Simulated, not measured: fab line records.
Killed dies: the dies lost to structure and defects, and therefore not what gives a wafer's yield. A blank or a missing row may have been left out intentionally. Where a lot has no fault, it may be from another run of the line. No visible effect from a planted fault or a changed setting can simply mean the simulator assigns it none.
What tool caused it?    flow rit_cmos    Sampling: 14 lots, 42 wafers, 3 of 202 route steps

## WHAT THE GAUGES READ, wafer by wafer
RIT_PSD_TW_MEAS_10. Usual: PSD_TW 3443, standard deviation 33.
lot   measured     on             PSD_TW          flag
L358  day 3 07:08  film_metro-04  3490 3484 3495  
L361  day 3 19:37  film_metro-02  3373 3381 3403  
L362  day 4 03:03  film_metro-04  3464 3465 3463  
L364  day 4 11:55  film_metro-04  3479 3463 3487  
L366  day 4 23:22  film_metro-02  3146 3141 3137  OFF
L367  day 5 05:58  film_metro-04  3464 3486 3465  
L369  day 5 12:51  film_metro-03  3182 3168 3177  OFF
L373  day 6 08:37  film_metro-03  3456 3456 3450  
L375  day 6 16:38  film_metro-03  3430 3420 3429  
L376  day 6 23:25  film_metro-04  3466 3476 3463  
L377  day 7 01:43  film_metro-03  3467 3450 3476  
L378  day 7 06:43  film_metro-03  3456 3470 3474  
L380  day 7 19:43  film_metro-02  3444 3454 3461  
L381  day 7 21:13  film_metro-03  3458 3465 3449  

RIT_SDANNEAL_RS_MEAS_04: a four-point-probe measurement. Usual: PSD_RS 115.93 ohm/sq, standard deviation 0.26.
lot   measured     on             PSD_RS (ohm/sq)       flag
L358  day 3 07:38  film_metro-03  116.07 116.24 115.92  
L361  day 3 20:29  film_metro-04  116.16 116.22 116.23  
L362  day 4 03:32  film_metro-02  116.14 115.94 115.99  
L364  day 4 12:28  film_metro-03  116.08 116.05 116.20  
L366  day 4 23:50  film_metro-04  124.57 124.38 124.26  OFF
L367  day 5 06:28  film_metro-04  116.28 115.64 116.17  
L369  day 5 13:20  film_metro-03  124.03 124.09 124.39  OFF
L373  day 6 09:07  film_metro-04  115.71 115.80 115.52  
L375  day 6 17:10  film_metro-02  116.26 115.96 115.87  
L376  day 6 23:56  film_metro-04  115.61 115.84 115.57  
L377  day 7 02:23  film_metro-04  115.54 115.98 115.56  
L378  day 7 07:11  film_metro-02  115.92 115.92 115.22  
L380  day 7 20:13  film_metro-03  116.38 116.55 116.28  
L381  day 7 21:43  film_metro-03  115.89 115.56 115.83  

## EACH LOT AND THE TOOL THAT RAN IT (in order: tool; ch and the chambers of the sampled wafers; start)
lot   RIT_PSD_IMPLANT_08
L358  implanter-04 ch 0, day 3 06:50
L361  implanter-02 ch 0, day 3 19:19
L362  implanter-01 ch 0, day 4 02:43
L364  implanter-04 ch 0, day 4 11:37
L366  implanter-02 ch 0, day 4 23:02
L367  implanter-04 ch 0, day 5 05:39
L369  implanter-02 ch 0, day 5 12:32
L373  implanter-01 ch 0, day 6 08:17
L375  implanter-04 ch 0, day 6 16:20
L376  implanter-01 ch 0, day 6 23:05
L377  implanter-01 ch 0, day 7 01:24
L378  implanter-01 ch 0, day 7 06:23
L380  implanter-02 ch 0, day 7 19:25
L381  implanter-01 ch 0, day 7 20:53
- RIT_PSD_IMPLANT_08

## WHAT THE TOOLS THEMSELVES READ (means of the sampled wafers that have a number; where no wafer has one, the mark that the record gives instead)
RIT_PSD_IMPLANT_08. Usual: beam_energy_keV 26.999, standard deviation 0.008; beam_on_s 12.8 s, standard deviation 0.8; dose_ions_cm2 5e+15, standard deviation 6e+12; end_station_pressure_torr 1.44e-05 Torr, standard deviation 9.6e-07; faraday_current_uA 12063, standard deviation 680.
lot   tool          beam_energy_keV  beam_on_s (s)  dose_ions_cm2  end_station_pressure_torr (Torr)  faraday_current_uA  flag
L358  implanter-04  26.993           14.3           5e+15          1.26e-05                          10807               
L361  implanter-02  27.003           12.3           5e+15          1.52e-05                          12385               
L362  implanter-01  26.996           12.1           5e+15          1.51e-05                          12676               
L364  implanter-04  27.001           14.1           5e+15          1.36e-05                          10926               
L366  implanter-02  27.001           10.0           3e+15          1.17e-05                          8393                OFF
L367  implanter-04  27.009           13.9           5e+15          1.34e-05                          11029               
L369  implanter-02  26.995           10.1           3e+15          1.17e-05                          8198                OFF
L373  implanter-01  26.999           12.1           5e+15          1.57e-05                          12698               
L375  implanter-04  26.998           14.4           5e+15          1.22e-05                          10729               
L376  implanter-01  26.996           12.3           5e+15          1.46e-05                          12463               
L377  implanter-01  26.997           12.1           5e+15          1.44e-05                          12674               
L378  implanter-01  26.995           12.0           5e+15          1.47e-05                          12791               
L380  implanter-02  26.991           12.5           5e+15          1.42e-05                          12304               
L381  implanter-01  27.009           12.2           5e+15          1.40e-05                          12480               

## THE ANSWER, worked out from the rows above alone
Rule: a lot counts as off when the mean over its wafers that have a number is more than 3 standard deviations away from the usual mean. A lot without any number at a reading at which 4 lots or more have one is off too. The other lots that the step has rows for count as sound. After the gauges, taken in route order, come the tools' own readings; for these a lot's mean is taken, as printed above. At the first step where some lot is off, the reading lying furthest off is the one used; lots without a number count as furthest.
Off: at RIT_PSD_TW_MEAS_10 (PSD_TW), L366, L369.
A tool fits if, at a process step before that reading, it ran every lot that is off, and no sound lot after the first of them. The gauges at RIT_PSD_TW_MEAS_10 aren't tried: what is off there is off at RIT_PSD_IMPLANT_08 too, on other tools, and a gauge's error can't cause that. None of those tried fits.

## WHAT THE SIMULATOR PUT IN
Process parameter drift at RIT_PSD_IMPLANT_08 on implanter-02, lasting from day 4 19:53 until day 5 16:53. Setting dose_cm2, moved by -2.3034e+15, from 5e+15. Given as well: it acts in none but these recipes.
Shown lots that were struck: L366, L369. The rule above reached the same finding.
